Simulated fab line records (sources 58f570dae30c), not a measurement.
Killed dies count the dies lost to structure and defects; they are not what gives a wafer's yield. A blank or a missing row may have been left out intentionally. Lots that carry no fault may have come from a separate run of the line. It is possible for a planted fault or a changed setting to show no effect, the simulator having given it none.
Lot-split experiment | flow berkeley_cmos170 | 23 wafers read from 5 lots, route of 331 steps

== THE SPLIT ITSELF ==
At UCB170_V2_COAT_07 (resist thk 900 nm), the setting resist_thk_nm was moved away from the recipe's 900 nm on 8 of the 23 wafers read, by -5.9% to +2.5%. All remaining wafers had this setting at the recipe value.

== FROM THE SPLIT TO THE READING: what the file shows between them, 2 steps ==
- UCB170_V2_SOFTBAKE_08: time 60 s
- UCB170_V2_EXPOSE_09: exposes mask VIA2, target cd 700 nm

== THE READING ==
KrF_of_V2_COAT_07.thk_nm (the simulator's own value, which no gauge read), in nm, at UCB170_V2_ETCH_14 (etches SiO2 in CHF3/CF4/Ar, stops on Al, target depth 1250 nm, time 291 s). There is no usual value for it anywhere in the file. Here, 15 wafers ran the recipe; their average is 613.8 nm with a standard deviation of 4.9 nm.

wafer  | tool, chamber at the split | resist_thk_nm as run, nm | against the recipe | KrF_of_V2_COAT_07.thk_nm, nm | against lot-mates on the recipe
L077.1 | litho_track-04, 0          | 900                      | recipe             | 614.3                        | -
L077.2 | litho_track-04, 0          | 862.2                    | -4.2%              | 565.6                        | -44.8
L077.3 | litho_track-04, 0          | 900                      | recipe             | 606.5                        | -
L077.4 | litho_track-04, 0          | 862.2                    | -4.2%              | 568.8                        | -41.6
L077.6 | litho_track-04, 0          | 862.2                    | -4.2%              | 580.2                        | -30.2
L079.1 | litho_track-02, 0          | 900                      | recipe             | 615.3                        | -
L079.2 | litho_track-02, 0          | 922.1                    | +2.5%              | 638.8                        | +24.6
L079.3 | litho_track-02, 0          | 922.1                    | +2.5%              | 637.8                        | +23.6
L079.5 | litho_track-02, 0          | 900                      | recipe             | 613.1                        | -
L079.6 | litho_track-02, 0          | 922.1                    | +2.5%              | 639.7                        | +25.5
L082.2 | litho_track-04, 0          | 900                      | recipe             | 619.5                        | -
L082.5 | litho_track-04, 0          | 900                      | recipe             | 619.5                        | -
L082.3 | litho_track-04, 0          | 900                      | recipe             | 625.2                        | -
L084.1 | litho_track-02, 0          | 900                      | recipe             | 613                          | -
L084.3 | litho_track-02, 0          | 900                      | recipe             | 612.4                        | -
L084.4 | litho_track-02, 0          | 900                      | recipe             | 609.7                        | -
L084.5 | litho_track-02, 0          | 900                      | recipe             | 613.1                        | -
L084.6 | litho_track-02, 0          | 900                      | recipe             | 610                          | -
L085.2 | litho_track-02, 0          | 847.3                    | -5.9%              | 556.4                        | -55.2
L085.3 | litho_track-02, 0          | 900                      | recipe             | 605.4                        | -
L085.4 | litho_track-02, 0          | 847.3                    | -5.9%              | 566.9                        | -44.7
L085.5 | litho_track-02, 0          | 900                      | recipe             | 613.8                        | -
L085.6 | litho_track-02, 0          | 900                      | recipe             | 615.5                        | -

FIT RESULTS
A straight line over all 23 wafers: KrF_of_V2_COAT_07.thk_nm changes by +9.53 nm for each +1% of resist_thk_nm; r = +0.98; the points scatter about the line by 5.3 nm.
The same after taking each lot's own level away (the mean of its wafers on the recipe; 23 wafers): +9.05 nm for each +1%; r = +0.98; scatter 4 nm.
Per that fit: largest resist_thk_nm move, reading shift of 53 nm.
From 610.40 to 621.40 nm: that is the span of the lots' own levels, equal to 2.2 times the standard deviation above.
Consequently the slope shifts little with the lot-to-lot level, the two slopes agreeing.
Check: -51.6 nm against its lot-mates is what the line predicts for one of the wafers moved furthest among these (-5.9%) when that wafer is left out of the fit. Against them it came out at -55.2 nm.

== OTHER SPLITS ON THESE WAFERS ==
These wafers also went through other splits before the reading. Each is held against what the fit with the lots' levels taken away leaves over:
other split on the same wafers | wafers away from the commonest value | r with KrF_of_V2_COAT_07.thk_nm (lot level and that fit taken away)
UCB170_M2_ETCH_17 bias_w       | 12                                   | +0.07

== THE WHOLE CHAIN: every reading that the file lists as answering this split, in the file's order ==
step               | what it does                                                              | reading                                                                   | change (the file's fit)              | r (the file's)
UCB170_V2_COAT_07  | resist thk 900 nm                                                         | KrF_of_V2_COAT_07.thk_nm (the simulator's own value, which no gauge read) | +8.68 nm for each +1% of the setting | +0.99
UCB170_V2_ETCH_14  | etches SiO2 in CHF3/CF4/Ar, stops on Al, target depth 1250 nm, time 291 s | KrF_of_V2_COAT_07.thk_nm (the simulator's own value, which no gauge read) | +8.9 nm for each +1% of the setting  | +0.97
UCB170_V2_STRIP_15 | strips in O2                                                              | strip_time_to_endpoint_s                                                  | withheld for each +1% of the setting | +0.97

== THE FILE'S OWN FIT ==
KrF_of_V2_COAT_07.thk_nm changes by +8.9 nm for each +1% of resist_thk_nm, r = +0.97.
